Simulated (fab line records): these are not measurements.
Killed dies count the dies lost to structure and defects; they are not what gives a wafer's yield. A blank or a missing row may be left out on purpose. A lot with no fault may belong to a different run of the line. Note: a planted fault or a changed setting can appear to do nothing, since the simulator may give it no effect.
fab line records ; flow berkeley-cmos170 ; part 2 of 2: steps 27 to 36 of 36
record lots=5; wafers=15; last-day=11
route steps=331 shown NLDD@168 SPACER@171 PSD@175 NSD@187 BACKSIDE@199
lots that met no fault: taken from a fault-free run of the same line
start-h: start of the lot's first displayed wafer, in hours after the record's first day ; wait-h: time in hours since the lot's previous step ; " repeats the value in the row above ; L1.1+2: several wafers, shown together as one row ; - value missing, or start not given ; * or withheld: withheld ; < > ~ a bound
route shown NAME@n: NAME is a module with steps in the file, n the number in the route of the first one ; usual: mean and standard deviation over wafers with no fault ; same: alike in all rows ; chamber/n: place in a boat ; sites: each site's reading ; _std_site: standard deviation across them ; _edge_site: the outer-site mean with the inner-site mean subtracted ; radius-mm: how far each site lies from the wafer's centre ; mask NAME#n: copy n ; behind: the tool/chamber that last shaped the wafer ; hold: why the lot was held/for how many hours/how that ended ; device: the n, p or np transistor that did not switch ; end of line: at the end of the route, the tests of the same wafers ; where a step has no rows: the recipe by itself ; killed: count of dies lost to structure and defects at first sort (not the wafer's yield) ; map: dies across one wafer; x = killed, . = not, _ = none there
set.NAME: the setting the step ran with; set.NAME@STEP: the setting that earlier step ran with ; model.NAME: the simulator's own value behind a step, which no gauge read
a table for each step, a row for each wafer; lots at some steps of the route
services: the hour from which a tool's chamber was out of use, counted from the record's first day as start-h (under 0 if before that day), plus the number of hours and why
## steps
# step UCB170_NSD_OVL_MEAS_07
# usual NSD_OVL=-3/5.4
lot.wafer;tool;chamber;start-h;wait-h;NSD_OVL[nm]
L075.1;overlay-01;-;128.78;0.1;-5
L075.2;overlay-01;-;128.78;0.1;-5
L075.4;overlay-01;-;128.78;0.1;-7
L093.2;overlay-01;-;229.34;0.1;1
L093.3;overlay-01;-;229.34;0.1;0
L093.4;overlay-01;-;229.34;0.1;-3
L092.2;overlay-01;-;229.50;0.1;-1
L092.3;overlay-01;-;229.50;0.1;-10
L092.6;overlay-01;-;229.50;0.1;-4
L096.2;overlay-01;-;237.52;0.1;-3
L096.5;overlay-01;-;237.52;0.1;-7
L096.6;overlay-01;-;237.52;0.1;-4
L097.1;overlay-02;-;238.42;0.1;-6
L097.2;overlay-02;-;238.42;0.1;2
L097.4;overlay-02;-;238.42;0.1;3
# step UCB170_NSD_IMPLANT_08
# recipe species=P; dose-cm2=3e+15; energy-kev=40; tilt-deg=7
# usual beam-on-s=9.99/0.22; tilt-deg=7.002/0.019
lot.wafer;tool;chamber;start-h;wait-h;beam-on-s;tilt-deg
L075.1;implanter-01;0;128.82;0.0;10.05;7.019
L075.2;implanter-01;0;128.82;0.0;10.27;6.998
L075.4;implanter-01;0;128.82;0.0;10.05;6.987
L093.2;implanter-02;0;229.39;0.0;10.14;6.961
L093.3;implanter-02;0;229.39;0.0;10.03;6.957
L093.4;implanter-02;0;229.39;0.0;10.13;7.005
L092.2;implanter-01;0;229.55;0.0;10.03;6.995
L092.3;implanter-01;0;229.55;0.0;9.92;6.995
L092.6;implanter-01;0;229.55;0.0;9.72;6.994
L096.2;implanter-02;0;237.58;0.0;10.00;7.016
L096.5;implanter-02;0;237.58;0.0;9.76;6.967
L096.6;implanter-02;0;237.58;0.0;10.23;6.981
L097.1;implanter-01;0;238.45;0.0;9.88;6.996
L097.2;implanter-01;0;238.45;0.0;9.89;6.980
L097.4;implanter-01;0;238.45;0.0;10.00;6.994
# step UCB170_NSD_STRIP_09
# recipe chemistry=O2; power-w=400; pressure-mtorr=3500; platen-temp-c=withheld; o2-flow-sccm=400; overash-fraction=0.5
# usual drypump-motor-current-A=5.6/0.36; oes-product-au=0.534/0.0045; strip-time-to-endpoint-s=35.84/0.073
lot.wafer;tool;chamber;start-h;wait-h;drypump-motor-current-A;oes-product-au;rf-hours-counter-h;strip-time-to-endpoint-s
L075.1;plasma-asher-02;0;128.97;0.1;5.3;0.530;41;35.84
L075.2;plasma-asher-02;1;128.97;0.1;5.3;0.536;41;35.83
L075.4;plasma-asher-02;1;128.97;0.1;5.3;0.536;-;35.87
L093.2;plasma-asher-02;0;229.52;0.1;5.3;0.533;53;35.84
L093.3;plasma-asher-02;0;229.52;0.1;5.3;0.544;-;35.89
L093.4;plasma-asher-02;1;229.52;0.1;5.2;0.534;-;35.92
L092.2;plasma-asher-03;0;229.68;0.1;6.2;0.533;45;35.82
L092.3;plasma-asher-03;1;229.68;0.1;5.7;0.537;-;35.76
L092.6;plasma-asher-03;0;229.68;0.1;6.2;0.530;-;35.82
L096.2;plasma-asher-04;0;237.70;0.1;6.0;0.532;56;35.84
L096.5;plasma-asher-04;1;237.70;0.1;5.8;0.536;-;35.88
L096.6;plasma-asher-04;0;237.70;0.1;6.1;0.528;-;35.96
L097.1;plasma-asher-02;0;238.60;0.1;5.3;0.542;54;35.83
L097.2;plasma-asher-02;1;238.60;0.1;5.3;0.531;54;35.84
L097.4;plasma-asher-02;1;238.60;0.1;5.2;0.542;-;35.84
# step UCB170_NSD_TW_MEAS_10
# usual NSD_TW=4217/34
lot.wafer;tool;chamber;start-h;wait-h;NSD_TW
L075.1;film-metro-01;-;129.07;0.1;4214
L075.2;film-metro-01;-;129.07;0.1;4214
L075.4;film-metro-01;-;129.07;0.1;4198
L093.2;film-metro-04;-;229.63;0.1;4168
L093.3;film-metro-04;-;229.63;0.1;4171
L093.4;film-metro-04;-;229.63;0.1;4159
L092.2;film-metro-01;-;229.79;0.1;4230
L092.3;film-metro-01;-;229.79;0.1;4253
L092.6;film-metro-01;-;229.79;0.1;4204
L096.2;film-metro-01;-;237.81;0.1;4224
L096.5;film-metro-01;-;237.81;0.1;4209
L096.6;film-metro-01;-;237.81;0.1;4241
L097.1;film-metro-04;-;238.70;0.1;4202
L097.2;film-metro-04;-;238.70;0.1;4194
L097.4;film-metro-04;-;238.70;0.1;4194
# step UCB170_NSD_CLEAN_11
# recipe chemistry=SPM; temp-c=120; time-s=600
lot.wafer;tool;chamber;start-h;wait-h
L075.1+2+4;wet-bench-04;2;129.13;0.1
L092.2+3+6;wet-bench-04;0;231.50;1.7
L093.2+3+4;wet-bench-04;2;231.50;1.9
L096.2+5+6;wet-bench-04;0;238.01;0.2
L097.1+2+4;wet-bench-04;2;238.76;0.1
# step UCB170_BACKSIDE_HMDS_00
# recipe prime-time-s=60; prime-temp-c=100
# usual exhaust-pa=45.1/1.1
lot.wafer;tool;chamber;start-h;wait-h;exhaust-pa
L075.1;litho-track-04;0;129.30;0.0;44.0
L075.2;litho-track-04;0;129.30;0.0;44.0
L075.4;litho-track-04;0;129.30;0.0;43.7
L092.2;litho-track-02;0;231.70;0.0;46.3
L092.3;litho-track-02;0;231.70;0.0;46.6
L092.6;litho-track-02;0;231.70;0.0;46.3
L093.2;litho-track-03;0;231.70;0.0;45.5
L093.3;litho-track-03;0;231.70;0.0;44.9
L093.4;litho-track-03;0;231.70;0.0;43.8
L096.2;litho-track-03;0;238.21;0.0;45.0
L096.5;litho-track-03;0;238.21;0.0;46.0
L096.6;litho-track-03;0;238.21;0.0;44.4
L097.1;litho-track-04;0;238.94;0.0;46.4
L097.2;litho-track-04;0;238.94;0.0;47.1
L097.4;litho-track-04;0;238.94;0.0;47.2
# step UCB170_BACKSIDE_COAT_01
# recipe resist=KrF; spin-rpm=1500; resist-thk-nm=900
# usual exhaust-pa=44.9/0.89
lot.wafer;tool;chamber;start-h;wait-h;exhaust-pa
L075.1;litho-track-04;0;129.45;0.1;44.7
L075.2;litho-track-04;0;129.45;0.1;45.2
L075.4;litho-track-04;0;129.45;0.1;44.8
L092.2;litho-track-02;0;231.85;0.1;44.5
L092.3;litho-track-02;0;231.85;0.1;43.8
L092.6;litho-track-02;0;231.85;0.1;45.0
L093.2;litho-track-03;0;231.85;0.1;43.9
L093.3;litho-track-03;0;231.85;0.1;44.4
L093.4;litho-track-03;0;231.85;0.1;45.9
L096.2;litho-track-03;0;238.36;0.1;45.1
L096.5;litho-track-03;0;238.36;0.1;46.8
L096.6;litho-track-03;0;238.36;0.1;45.2
L097.1;litho-track-04;0;239.09;0.1;44.4
L097.2;litho-track-04;0;239.09;0.1;45.5
L097.4;litho-track-04;0;239.09;0.1;44.0
# step UCB170_BACKSIDE_SOFTBAKE_02
# recipe resist=KrF; temp-c=130; time-s=60
# usual exhaust-pa=45.0/0.93; plate-temp-C=130.01/0.13
lot.wafer;tool;chamber;start-h;wait-h;exhaust-pa;plate-temp-C
L075.1;litho-track-04;0;129.60;0.1;45.2;130.00
L075.2;litho-track-04;0;129.60;0.1;44.5;129.80
L075.4;litho-track-04;0;129.60;0.1;45.2;129.83
L092.2;litho-track-02;0;232.00;0.1;43.6;129.83
L092.3;litho-track-02;0;232.00;0.1;45.6;129.95
L092.6;litho-track-02;0;232.00;0.1;45.1;129.96
L093.2;litho-track-03;0;232.00;0.1;44.6;130.00
L093.3;litho-track-03;0;232.00;0.1;46.5;130.15
L093.4;litho-track-03;0;232.00;0.1;45.2;130.04
L096.2;litho-track-03;0;238.51;0.1;45.4;130.18
L096.5;litho-track-03;0;238.51;0.1;45.9;130.12
L096.6;litho-track-03;0;238.51;0.1;46.2;130.09
L097.1;litho-track-04;0;239.24;0.1;46.4;129.93
L097.2;litho-track-04;0;239.24;0.1;46.2;130.05
L097.4;litho-track-04;0;239.24;0.1;46.9;130.07
# step UCB170_BACKSIDE_STRIP_03
# recipe chemistry=O2; power-w=400; pressure-mtorr=3500; platen-temp-c=withheld; o2-flow-sccm=400; overash-fraction=0.5
# usual drypump-motor-current-A=5.7/0.31; oes-product-au=0.735/0.0048; strip-time-to-endpoint-s=21.98/0.058
lot.wafer;tool;chamber;start-h;wait-h;drypump-motor-current-A;oes-product-au;rf-hours-counter-h;strip-time-to-endpoint-s
L075.1;plasma-asher-01;1;129.75;0.1;5.6;0.734;1;22.02
L075.2;plasma-asher-01;0;129.75;0.1;5.9;0.732;1;21.97
L075.4;plasma-asher-01;1;129.75;0.1;5.6;0.734;-;22.00
L092.2;plasma-asher-02;1;232.12;0.1;5.3;0.734;53;21.89
L092.3;plasma-asher-02;0;232.12;0.1;5.3;0.731;-;21.99
L092.6;plasma-asher-02;0;232.12;0.1;5.3;0.735;-;22.03
L093.2;plasma-asher-01;1;232.12;0.1;5.6;0.745;13;21.99
L093.3;plasma-asher-01;0;232.12;0.1;5.9;0.733;-;21.97
L093.4;plasma-asher-01;1;232.12;0.1;5.6;0.735;-;21.96
L096.2;plasma-asher-04;1;238.64;0.1;5.9;0.739;56;21.92
L096.5;plasma-asher-04;1;238.64;0.1;5.9;0.732;-;21.91
L096.6;plasma-asher-04;0;238.64;0.1;6.1;0.736;-;21.97
L097.1;plasma-asher-04;0;239.39;0.1;6.0;0.742;56;21.91
L097.2;plasma-asher-04;1;239.39;0.1;5.8;0.735;56;21.93
L097.4;plasma-asher-04;0;239.39;0.1;6.1;0.742;-;21.97
# step UCB170_BACKSIDE_CLEAN_04
# recipe chemistry=SPM; temp-c=120; time-s=600
lot.wafer;tool;chamber;start-h;wait-h
L075.1+2+4;wet-bench-04;2;129.85;0.1
L092.2+3+6;wet-bench-04;1;232.26;0.1
L093.2+3+4;wet-bench-04;0;232.26;0.1
L096.2+5+6;wet-bench-02;0;238.74;0.1
L097.1+2+4;wet-bench-03;0;239.86;0.4
## services
tool;chamber;start-h;hours;kind
implanter-03;-;99.52;1.0;repair
rie-diel-02;0;101.69;7.8;repair
krf-scanner-01;-;102.01;1.0;pm
plasma-asher-03;-;102.92;2.8;pm
pecvd-01;-;102.96;0.8;repair
krf-scanner-02;-;108.36;0.8;pm
plasma-asher-01;-;108.75;9.0;pm
wet-bench-04;-;124.23;1.8;repair
pecvd-03;-;125.40;2.8;pm
krf-scanner-02;-;126.03;0.8;pm
rie-diel-02;2;151.80;5.0;repair
plasma-asher-01;-;154.07;4.2;repair
krf-scanner-01;-;178.82;1.3;pm
furnace-04;-;186.08;2.0;pm
implanter-01;-;190.81;8.7;pm
krf-scanner-02;-;195.30;1.0;pm
krf-scanner-01;-;197.22;2.2;repair
krf-scanner-01;-;199.44;0.8;pm
plasma-asher-01;-;201.72;0.8;repair
krf-scanner-02;-;207.50;0.2;repair
plasma-asher-04;-;208.72;2.0;repair
implanter-01;-;209.54;3.0;repair
krf-scanner-02;-;222.53;1.3;pm
krf-scanner-01;-;228.88;4.0;pm
